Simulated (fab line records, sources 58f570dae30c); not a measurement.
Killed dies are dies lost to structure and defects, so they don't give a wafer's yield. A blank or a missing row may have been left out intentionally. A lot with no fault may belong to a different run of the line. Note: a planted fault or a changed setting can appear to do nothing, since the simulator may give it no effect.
fab line records + flow berkeleyCmos170
record
- lots=14
- wafers=42
- lastDay=13
route steps=331 shown ZERO@12 PWELL@50 PVT@122
lots that met no fault: taken from a fault-free run of the same line
startH: start of the lot's first displayed wafer, in hours after the record's first day + waitH: how many hours have passed since the lot's step before this one + " as in the row above + L1.1+2: several wafers, shown together as one row + - either no value or no given start + * or withheld: withheld + < > ~ a bound
route shown NAME@n: NAME is a module with steps in the file, n the number in the route of the first one + usual: mean and standard deviation over wafers with no fault + same: alike in all rows + chamber/n: place in a boat + sites: readings site by site + _std_site: their standard deviation + _edge_site: mean of outer sites minus mean of inner sites + radiusMm: how far each site lies from the wafer's centre + mask NAME#n: copy n + behind: tool/chamber where the wafer was last shaped + hold: the reason the lot was held/the length of the hold in hours/how it ended + device: which transistor (n, p or np) failed to switch + end of line: the tests these same wafers got at the end of their route + a step without rows: its recipe alone + killed: dies that structure and defects cost at the first sort, which is not the same as the wafer's yield + map: a wafer's dies, marking killed ones x, the rest . and places with no die _
set.NAME: the setting that was run; set.NAME@STEP: the one run at that earlier step + model.NAME: the simulator's own value behind a step, which no gauge read
one table for each step of the route and one row for each wafer, over a sample of lots
services: when a tool's chamber went out of use (startH, in hours from the record's first day, below 0 if earlier), for how many hours, and the reason
## steps
# step UCB170_ZERO_ETCH_06
# recipe
- chemistry=CHF3/CF4/Ar
- target=SiO2
- timeS=12
- pressureMtorr=100
- rfW=500
- CHF3_flow_sccm=50
- cf4FlowSccm=10
- Ar_flow_sccm=120
- overEtchFrac=1.58
# usual
- drypumpMotorCurrentA=5.8/0.38
- oesProductAu=0.617/0.01
- throttleValvePct=9.20/0.14
# same
- overEtchFrac=1.58
| lot.wafer | tool       | chamber | startH | waitH | drypumpMotorCurrentA | oesProductAu | rfHoursCounterH | throttleValvePct |
|-----------|------------|---------|--------|-------|----------------------|--------------|-----------------|------------------|
| L596.2    | rieDiel-03 | 2       | 26.47  | -     | 5.5                  | 0.620        | 31              | 9.19             |
| L596.3    | "          | 3       | "      | "     | 6.0                  | 0.617        | 146             | 9.12             |
| L596.4    | "          | 3       | "      | "     | 6.0                  | 0.623        | -               | 9.10             |
| L597.2    | rieDiel-02 | 0       | 29.85  | -     | 6.1                  | 0.638        | 148             | 9.41             |
| L597.4    | "          | 2       | "      | "     | 5.7                  | 0.593        | 94              | 9.29             |
| L597.6    | "          | 0       | "      | "     | 6.1                  | 0.630        | -               | 9.41             |
| L598.3    | rieDiel-01 | 3       | 38.84  | -     | 4.8                  | 0.616        | 61              | 9.48             |
| L598.4    | "          | 0       | "      | "     | 6.5                  | 0.626        | 153             | 9.30             |
| L598.5    | "          | 1       | "      | "     | 5.6                  | 0.605        | -               | 9.14             |
| L599.1    | rieDiel-01 | 2       | 43.41  | -     | 6.5                  | 0.621        | 42              | 9.33             |
| L599.4    | "          | 0       | "      | "     | 6.5                  | 0.626        | 153             | 9.31             |
| L599.6    | "          | 1       | "      | "     | 5.7                  | 0.617        | -               | 9.15             |
| L600.3    | rieDiel-03 | 3       | 43.56  | -     | 6.0                  | 0.626        | 147             | 9.09             |
| L600.4    | "          | 0       | "      | "     | 5.8                  | 0.629        | 2               | 9.15             |
| L600.5    | "          | 3       | "      | "     | 6.0                  | 0.612        | -               | 9.10             |
| L602.1    | rieDiel-03 | 1       | 55.03  | -     | 6.2                  | 0.622        | 69              | 9.31             |
| L602.3    | "          | 3       | "      | "     | 5.9                  | 0.627        | 147             | 9.09             |
| L602.5    | "          | 3       | "      | "     | 6.0                  | 0.620        | -               | 9.10             |
| L603.1    | rieDiel-02 | 2       | 60.80  | -     | 5.7                  | 0.612        | 95              | 9.27             |
| L603.4    | "          | 1       | "      | "     | 5.8                  | 0.616        | -               | 9.03             |
| L603.6    | "          | 2       | "      | "     | 5.7                  | 0.608        | -               | 9.29             |
| L605.2    | rieDiel-01 | 3       | 70.71  | -     | 4.8                  | 0.607        | 63              | 9.50             |
| L605.3    | "          | 0       | "      | "     | 6.5                  | 0.620        | 155             | 9.32             |
| L605.6    | "          | 1       | "      | "     | 5.7                  | 0.613        | -               | 9.13             |
| L606.2    | rieDiel-03 | 0       | 80.91  | -     | 5.9                  | 0.628        | 4               | 9.15             |
| L606.3    | "          | 3       | "      | "     | 6.0                  | 0.621        | 149             | 9.10             |
| L606.5    | "          | 0       | "      | "     | 5.9                  | 0.632        | -               | 9.14             |
| L608.2    | rieDiel-03 | 0       | 87.84  | -     | 5.9                  | 0.620        | 4               | 9.15             |
| L608.4    | "          | 1       | "      | "     | 6.2                  | 0.624        | 72              | 9.29             |
| L608.6    | "          | 1       | "      | "     | 6.2                  | 0.622        | -               | 9.29             |
| L609.2    | rieDiel-02 | 1       | 94.88  | -     | 5.8                  | 0.614        | 70              | 9.02             |
| L609.3    | "          | 2       | "      | "     | 5.7                  | 0.604        | 97              | 9.29             |
| L609.4    | "          | 0       | "      | "     | 6.1                  | 0.637        | 149             | 9.40             |
| L610.2    | rieDiel-03 | 0       | 99.10  | -     | 5.9                  | 0.623        | 5               | 9.17             |
| L610.5    | "          | 3       | "      | "     | 6.0                  | 0.625        | -               | 9.10             |
| L610.6    | "          | 0       | "      | "     | 5.9                  | 0.626        | -               | 9.14             |
| L615.2    | rieDiel-02 | 1       | 120.67 | -     | 5.9                  | 0.623        | 72              | 9.02             |
| L615.3    | "          | 0       | "      | "     | 6.0                  | 0.635        | 150             | 9.39             |
| L615.6    | "          | 3       | "      | "     | 5.4                  | 0.600        | -               | 8.98             |
| L617.2    | rieDiel-02 | 2       | 133.63 | -     | 5.7                  | 0.609        | 98              | 9.29             |
| L617.3    | "          | 1       | "      | "     | 5.9                  | 0.614        | 72              | 9.02             |
| L617.5    | "          | 2       | "      | "     | 5.7                  | 0.603        | -               | 9.29             |
# step UCB170_ZERO_STRIP_07
# recipe
- chemistry=O2
- powerW=400
- pressureMtorr=3500
- platenTempC=withheld
- o2FlowSccm=400
- overashFraction=0.5
# usual
- drypumpMotorCurrentA=5.1/0.4
- oesProductAu=0.728/0.0047
- stripTimeToEndpointS=21.74/0.063
| lot.wafer | tool           | chamber | startH | waitH | drypumpMotorCurrentA | oesProductAu | rfHoursCounterH | stripTimeToEndpointS |
|-----------|----------------|---------|--------|-------|----------------------|--------------|-----------------|----------------------|
| L596.2    | plasmaAsher-03 | 1       | 26.49  | 0.0   | 4.9                  | 0.725        | 22              | 21.65                |
| L596.3    | "              | 0       | "      | "     | 4.8                  | 0.724        | -               | 21.65                |
| L596.4    | "              | 1       | "      | "     | 5.0                  | 0.730        | -               | 21.61                |
| L597.2    | plasmaAsher-04 | 0       | 29.88  | 0.0   | 5.7                  | 0.725        | 28              | 21.79                |
| L597.4    | "              | 0       | "      | "     | 5.7                  | 0.727        | -               | 21.80                |
| L597.6    | "              | 0       | "      | "     | 5.7                  | 0.724        | -               | 21.77                |
| L598.3    | plasmaAsher-04 | 0       | 38.90  | 0.0   | 5.7                  | 0.729        | -               | 21.72                |
| L598.4    | "              | 1       | "      | "     | 4.7                  | 0.730        | -               | 21.67                |
| L598.5    | "              | 0       | "      | "     | 5.7                  | 0.724        | -               | 21.75                |
| L599.1    | plasmaAsher-01 | 0       | 43.43  | 0.0   | 5.9                  | 0.722        | 31              | 21.76                |
| L599.4    | "              | 1       | "      | "     | 5.3                  | 0.732        | -               | 21.80                |
| L599.6    | "              | 1       | "      | "     | 5.3                  | 0.727        | -               | 21.76                |
| L600.3    | plasmaAsher-03 | 1       | 43.62  | 0.0   | 5.0                  | 0.720        | -               | 21.77                |
| L600.4    | "              | 0       | "      | "     | 4.8                  | 0.731        | -               | 21.74                |
| L600.5    | "              | 0       | "      | "     | 4.8                  | 0.731        | -               | 21.81                |
| L602.1    | plasmaAsher-03 | 1       | 55.06  | 0.0   | 5.0                  | 0.731        | 26              | 21.77                |
| L602.3    | "              | 0       | "      | "     | 4.9                  | 0.730        | -               | 21.74                |
| L602.5    | "              | 0       | "      | "     | 4.8                  | 0.735        | -               | 21.72                |
| L603.1    | plasmaAsher-03 | 0       | 60.82  | 0.0   | 4.8                  | 0.723        | 26              | 21.69                |
| L603.4    | "              | 0       | "      | "     | 4.8                  | 0.731        | -               | 21.65                |
| L603.6    | "              | 1       | "      | "     | 5.0                  | 0.724        | -               | 21.65                |
| L605.2    | plasmaAsher-04 | 1       | 70.73  | 0.0   | 4.7                  | 0.717        | 33              | 21.85                |
| L605.3    | "              | 1       | "      | "     | 4.7                  | 0.725        | -               | 21.87                |
| L605.6    | "              | 0       | "      | "     | 5.7                  | 0.733        | -               | 21.81                |
| L606.2    | plasmaAsher-04 | 1       | 80.93  | 0.0   | 4.8                  | 0.735        | 34              | 21.76                |
| L606.3    | "              | 1       | "      | "     | 4.8                  | 0.735        | -               | 21.80                |
| L606.5    | "              | 0       | "      | "     | 5.7                  | 0.720        | -               | 21.75                |
| L608.2    | plasmaAsher-01 | 1       | 87.87  | 0.0   | 5.3                  | 0.729        | 37              | 21.80                |
| L608.4    | "              | 0       | "      | "     | 5.9                  | 0.727        | -               | 21.79                |
| L608.6    | "              | 0       | "      | "     | 5.9                  | 0.731        | -               | 21.74                |
| L609.2    | plasmaAsher-03 | 1       | 94.90  | 0.0   | 5.0                  | 0.733        | 31              | 21.86                |
| L609.3    | "              | 0       | "      | "     | 4.9                  | 0.721        | -               | 21.79                |
| L609.4    | "              | 1       | "      | "     | 4.9                  | 0.726        | -               | 21.81                |
| L610.2    | plasmaAsher-01 | 1       | 99.12  | 0.0   | 5.3                  | 0.729        | 39              | 21.74                |
| L610.5    | "              | 0       | "      | "     | 5.9                  | 0.726        | -               | 21.72                |
| L610.6    | "              | 1       | "      | "     | 5.3                  | 0.730        | -               | 21.74                |
| L615.2    | plasmaAsher-03 | 1       | 120.69 | 0.0   | 5.0                  | 0.725        | 34              | 21.81                |
| L615.3    | "              | 1       | "      | "     | 5.0                  | 0.735        | -               | 21.74                |
| L615.6    | "              | 1       | "      | "     | 4.9                  | 0.719        | -               | 21.75                |
| L617.2    | plasmaAsher-04 | 0       | 133.66 | 0.0   | 5.7                  | 0.725        | 40              | 21.80                |
| L617.3    | "              | 0       | "      | "     | 5.7                  | 0.728        | -               | 21.71                |
| L617.5    | "              | 1       | "      | "     | 4.7                  | 0.731        | -               | 21.83                |
# step UCB170_PWELL_STRIP_16
# recipe
- chemistry=O2
- powerW=400
- pressureMtorr=3500
- platenTempC=withheld
- o2FlowSccm=400
- overashFraction=0.4734
# usual
- drypumpMotorCurrentA=5.3/0.34
- oesProductAu=0.729/0.0043
- stripTimeToEndpointS=18.07/0.065
| lot.wafer | tool           | chamber | startH | waitH | drypumpMotorCurrentA | oesProductAu | rfHoursCounterH | stripTimeToEndpointS |
|-----------|----------------|---------|--------|-------|----------------------|--------------|-----------------|----------------------|
| L596.2    | plasmaAsher-03 | 1       | 62.24  | 0.1   | 4.9                  | 0.727        | 27              | 18.09                |
| L596.3    | "              | 1       | "      | "     | 4.9                  | 0.732        | -               | 18.06                |
| L596.4    | "              | 0       | "      | "     | 4.8                  | 0.721        | -               | 18.11                |
| L597.2    | plasmaAsher-02 | 0       | 62.51  | 0.1   | 5.2                  | 0.732        | 33              | 18.07                |
| L597.4    | "              | 1       | "      | "     | 5.6                  | 0.721        | -               | 17.97                |
| L597.6    | "              | 0       | "      | "     | 5.2                  | 0.734        | -               | 18.07                |
| L598.3    | plasmaAsher-02 | 0       | 71.41  | 0.1   | 5.2                  | 0.730        | -               | 18.01                |
| L598.4    | "              | 1       | "      | "     | 5.7                  | 0.730        | -               | 18.05                |
| L598.5    | "              | 1       | "      | "     | 5.6                  | 0.725        | -               | 18.06                |
| L599.1    | plasmaAsher-02 | 0       | 77.13  | 0.1   | 5.2                  | 0.732        | 34              | 18.03                |
| L599.4    | "              | 1       | "      | "     | 5.6                  | 0.728        | -               | 18.07                |
| L599.6    | "              | 0       | "      | "     | 5.2                  | 0.733        | -               | 18.08                |
| L600.3    | plasmaAsher-03 | 1       | 77.33  | 0.1   | 5.0                  | 0.733        | -               | 18.01                |
| L600.4    | "              | 0       | "      | "     | 4.8                  | 0.725        | -               | 18.06                |
| L600.5    | "              | 0       | "      | "     | 4.8                  | 0.737        | -               | 18.03                |
| L602.1    | plasmaAsher-02 | 1       | 93.86  | 0.1   | 5.6                  | 0.736        | 36              | 18.15                |
| L602.3    | "              | 1       | "      | "     | 5.6                  | 0.732        | -               | 18.14                |
| L602.5    | "              | 0       | "      | "     | 5.2                  | 0.733        | -               | 18.04                |
| L603.1    | plasmaAsher-03 | 1       | 101.99 | 0.1   | 5.0                  | 0.731        | 31              | 17.95                |
| L603.4    | "              | 0       | "      | "     | 4.8                  | 0.725        | -               | 18.01                |
| L603.6    | "              | 1       | "      | "     | 5.0                  | 0.734        | -               | 18.01                |
| L605.2    | plasmaAsher-01 | 1       | 102.05 | 0.1   | 5.3                  | 0.731        | 39              | 17.97                |
| L605.3    | "              | 0       | "      | "     | 5.9                  | 0.723        | -               | 17.96                |
| L605.6    | "              | 0       | "      | "     | 5.9                  | 0.733        | -               | 18.05                |
| L606.2    | plasmaAsher-03 | 1       | 119.38 | 0.1   | 4.9                  | 0.724        | 34              | 18.03                |
| L606.3    | "              | 0       | "      | "     | 4.9                  | 0.722        | -               | 17.99                |
| L606.5    | "              | 1       | "      | "     | 4.9                  | 0.735        | -               | 18.05                |
| L608.2    | plasmaAsher-02 | 0       | 123.74 | 0.1   | 5.2                  | 0.726        | 40              | 18.12                |
| L608.4    | "              | 1       | "      | "     | 5.6                  | 0.727        | -               | 18.07                |
| L608.6    | "              | 0       | "      | "     | 5.2                  | 0.733        | -               | 18.09                |
| L609.2    | plasmaAsher-01 | 0       | 123.86 | 0.1   | 5.9                  | 0.733        | 1               | 18.00                |
| L609.3    | "              | 0       | "      | "     | 5.9                  | 0.732        | -               | 18.02                |
| L609.4    | "              | 1       | "      | "     | 5.3                  | 0.733        | -               | 18.02                |
| L610.2    | plasmaAsher-01 | 1       | 131.03 | 0.1   | 5.3                  | 0.731        | 1               | 18.07                |
| L610.5    | "              | 0       | "      | "     | 5.9                  | 0.724        | -               | 18.16                |
| L610.6    | "              | 1       | "      | "     | 5.3                  | 0.724        | -               | 18.12                |
| L615.2    | plasmaAsher-01 | 0       | 155.93 | 0.1   | 5.9                  | 0.733        | 4               | 18.09                |
| L615.3    | "              | 0       | "      | "     | 5.9                  | 0.731        | -               | 18.04                |
| L615.6    | "              | 1       | "      | "     | 5.3                  | 0.721        | -               | 18.03                |
| L617.2    | plasmaAsher-02 | 1       | 172.32 | 0.1   | 5.6                  | 0.727        | 45              | 18.09                |
| L617.3    | "              | 1       | "      | "     | 5.6                  | 0.730        | -               | 18.10                |
| L617.5    | "              | 0       | "      | "     | 5.2                  | 0.732        | -               | 18.14                |
# step UCB170_PVT_IMPLANT_07
# recipe
- species=P
- doseCm2=2e+12
- energyKev=30
- tiltDeg=7
# usual
- beamEnergyKeV=30.000/0.0098
- faradayCurrentUA=6.34/0.12
| lot.wafer | tool         | chamber | startH | waitH | beamEnergyKeV | faradayCurrentUA |
|-----------|--------------|---------|--------|-------|---------------|------------------|
| L597.2    | implanter-03 | 0       | 141.58 | 0.0   | 29.979        | 6.53             |
| L597.4    | "            | 0       | "      | "     | 29.999        | 6.42             |
| L597.6    | "            | 0       | "      | "     | 29.996        | 6.33             |
| L598.3    | implanter-04 | 0       | 141.88 | 0.1   | 30.008        | 6.37             |
| L598.4    | "            | 0       | "      | "     | 30.010        | 6.41             |
| L598.5    | "            | 0       | "      | "     | 30.001        | 6.36             |
| L596.2    | implanter-02 | 0       | 141.94 | 0.0   | 29.984        | 6.34             |
| L596.3    | "            | 0       | "      | "     | 29.993        | 6.11             |
| L596.4    | "            | 0       | "      | "     | 29.994        | 6.33             |
| L600.3    | implanter-04 | 0       | 148.98 | 0.1   | 29.998        | 6.16             |
| L600.4    | "            | 0       | "      | "     | 29.993        | 6.29             |
| L600.5    | "            | 0       | "      | "     | 30.008        | 6.45             |
| L599.1    | implanter-02 | 0       | 149.17 | 0.0   | 30.010        | 6.27             |
| L599.4    | "            | 0       | "      | "     | 30.005        | 6.11             |
| L599.6    | "            | 0       | "      | "     | 30.012        | 6.33             |
| L602.1    | implanter-03 | 0       | 157.34 | 0.0   | 30.000        | 6.39             |
| L602.3    | "            | 0       | "      | "     | 30.002        | 6.59             |
| L602.5    | "            | 0       | "      | "     | 30.004        | 6.41             |
| L605.2    | implanter-04 | 0       | 175.09 | 0.0   | 30.000        | 6.42             |
| L605.3    | "            | 0       | "      | "     | 30.004        | 6.39             |
| L605.6    | "            | 0       | "      | "     | 29.981        | 6.24             |
| L603.1    | implanter-03 | 0       | 175.34 | 0.0   | 30.007        | 6.37             |
| L603.4    | "            | 0       | "      | "     | 30.007        | 6.46             |
| L603.6    | "            | 0       | "      | "     | 30.004        | 6.39             |
| L609.2    | implanter-04 | 0       | 196.15 | 0.0   | 30.015        | 6.30             |
| L609.3    | "            | 0       | "      | "     | 30.000        | 6.37             |
| L609.4    | "            | 0       | "      | "     | 30.011        | 6.42             |
| L608.2    | implanter-02 | 0       | 196.25 | 0.0   | 30.016        | 6.22             |
| L608.4    | "            | 0       | "      | "     | 30.006        | 6.44             |
| L608.6    | "            | 0       | "      | "     | 30.019        | 6.28             |
| L606.2    | implanter-02 | 0       | 196.83 | 0.0   | 30.014        | 6.40             |
| L606.3    | "            | 0       | "      | "     | 29.998        | 6.42             |
| L606.5    | "            | 0       | "      | "     | 29.996        | 6.25             |
| L610.2    | implanter-02 | 0       | 210.60 | 0.0   | 30.010        | 5.93             |
| L610.5    | "            | 0       | "      | "     | 30.010        | 6.41             |
| L610.6    | "            | 0       | "      | "     | 30.008        | 6.20             |
| L615.2    | implanter-02 | 0       | 228.08 | 0.0   | 27.927        | 6.34             |
| L615.3    | "            | 0       | "      | "     | 27.934        | 6.34             |
| L615.6    | "            | 0       | "      | "     | 27.932        | 6.47             |
| L617.2    | implanter-02 | 0       | 247.38 | 0.0   | 27.924        | 6.32             |
| L617.3    | "            | 0       | "      | "     | 27.915        | 6.32             |
| L617.5    | "            | 0       | "      | "     | 27.912        | 6.37             |
# step UCB170_PVT_TW_MEAS_09
# usual
- PVT_TW=506/3.3
| lot.wafer | tool         | chamber | startH | waitH | PVT_TW |
|-----------|--------------|---------|--------|-------|--------|
| L597.2    | filmMetro-01 | -       | 141.82 | 0.1   | 502    |
| L597.4    | "            | -       | "      | "     | 501    |
| L597.6    | "            | -       | "      | "     | 502    |
| L598.3    | filmMetro-04 | -       | 142.10 | 0.1   | 506    |
| L598.4    | "            | -       | "      | "     | 510    |
| L598.5    | "            | -       | "      | "     | 508    |
| L596.2    | filmMetro-03 | -       | 142.18 | 0.1   | 507    |
| L596.3    | "            | -       | "      | "     | 505    |
| L596.4    | "            | -       | "      | "     | 503    |
| L600.3    | filmMetro-01 | -       | 149.20 | 0.1   | 500    |
| L600.4    | "            | -       | "      | "     | 500    |
| L600.5    | "            | -       | "      | "     | 498    |
| L599.1    | filmMetro-01 | -       | 149.42 | 0.1   | 499    |
| L599.4    | "            | -       | "      | "     | 498    |
| L599.6    | "            | -       | "      | "     | 498    |
| L602.1    | filmMetro-04 | -       | 157.59 | 0.1   | 508    |
| L602.3    | "            | -       | "      | "     | 508    |
| L602.5    | "            | -       | "      | "     | 508    |
| L605.2    | filmMetro-04 | -       | 175.33 | 0.1   | 509    |
| L605.3    | "            | -       | "      | "     | 505    |
| L605.6    | "            | -       | "      | "     | 507    |
| L603.1    | filmMetro-03 | -       | 175.59 | 0.1   | 506    |
| L603.4    | "            | -       | "      | "     | 505    |
| L603.6    | "            | -       | "      | "     | 504    |
| L609.2    | filmMetro-04 | -       | 196.38 | 0.1   | 509    |
| L609.3    | "            | -       | "      | "     | 508    |
| L609.4    | "            | -       | "      | "     | 511    |
| L608.2    | filmMetro-03 | -       | 196.49 | 0.1   | 503    |
| L608.4    | "            | -       | "      | "     | 508    |
| L608.6    | "            | -       | "      | "     | 504    |
| L606.2    | filmMetro-03 | -       | 197.07 | 0.1   | 504    |
| L606.3    | "            | -       | "      | "     | 506    |
| L606.5    | "            | -       | "      | "     | 504    |
| L610.2    | filmMetro-03 | -       | 210.84 | 0.1   | 506    |
| L610.5    | "            | -       | "      | "     | 506    |
| L610.6    | "            | -       | "      | "     | 506    |
| L615.2    | filmMetro-03 | -       | 228.32 | 0.1   | 495    |
| L615.3    | "            | -       | "      | "     | 493    |
| L615.6    | "            | -       | "      | "     | 496    |
| L617.2    | filmMetro-01 | -       | 247.61 | 0.1   | 495    |
| L617.3    | "            | -       | "      | "     | 494    |
| L617.5    | "            | -       | "      | "     | 497    |
## services
| tool           | chamber | startH | hours | kind   |
|----------------|---------|--------|-------|--------|
| rieDiel-03     | 1       | 24.04  | 4.0   | repair |
| rieDiel-02     | 0       | 30.23  | 31.7  | repair |
| implanter-04   | -       | 46.58  | 6.0   | repair |
| implanter-04   | -       | 48.78  | 5.0   | repair |
| implanter-04   | -       | 56.76  | 9.3   | pm     |
| plasmaAsher-04 | -       | 59.48  | 2.8   | repair |
| rieDiel-03     | 0       | 68.39  | 8.8   | repair |
| implanter-04   | -       | 82.71  | 4.9   | repair |
| rieDiel-02     | -       | 107.11 | 1.0   | repair |
| plasmaAsher-01 | -       | 108.75 | 9.0   | pm     |
| rieDiel-03     | -       | 110.49 | 1.2   | repair |
| rieDiel-02     | 2       | 124.58 | 1.2   | repair |
| rieDiel-01     | 1       | 133.93 | 4.3   | repair |
| rieDiel-01     | -       | 138.90 | 7.6   | repair |
| rieDiel-02     | 0       | 139.21 | 9.1   | repair |
| rieDiel-03     | 3       | 151.15 | 3.8   | repair |
| implanter-03   | -       | 154.22 | 3.1   | pm     |
| rieDiel-02     | 1       | 156.20 | 10.3  | repair |
| plasmaAsher-02 | -       | 185.92 | 0.7   | repair |
| plasmaAsher-02 | -       | 189.25 | 0.6   | repair |
| rieDiel-01     | -       | 191.57 | 2.8   | pm     |
| plasmaAsher-01 | -       | 234.27 | 2.3   | repair |
| rieDiel-03     | 2       | 242.82 | 14.6  | repair |
| plasmaAsher-02 | -       | 246.27 | 10.5  | pm     |
## key
firstSign
- step=UCB170_PVT_IMPLANT_07
- reading=beamEnergyKeV
- direction=down
- sigmas=99+
- usual=30.000
- struck=27.924
effect
- step=UCB170_PVT_TW_MEAS_09
- reading=PVT_TW
- direction=down
- sigmas=3.3
- usual=506
- struck=495
metAt UCB170_PVT_IMPLANT_07
struckLots L615,L617
testerLeftOut L615,L617
notActingAt UCB170_ZERO_ETCH_06,UCB170_ZERO_STRIP_07,UCB170_PWELL_STRIP_16
onsetBetween 210.60 228.08
fault
- kind=processParameterDrift
- tool=implanter-02
- chamber=-
- onsetH=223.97
- steps=UCB170_PVT_IMPLANT_07
- channel=energyKev
- offset=-2.0825
- shape=step
- endH=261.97
- actsIn=theseRecipesOnly
- stated=30
# testerLeftOut: of these lots the tester's yield and bins aren't shown, on N5 and GAA mostly nor the transistor test; their killed dies are dies lost to structure and defects alone, not to doping, threshold or leakage, so they don't give the yield
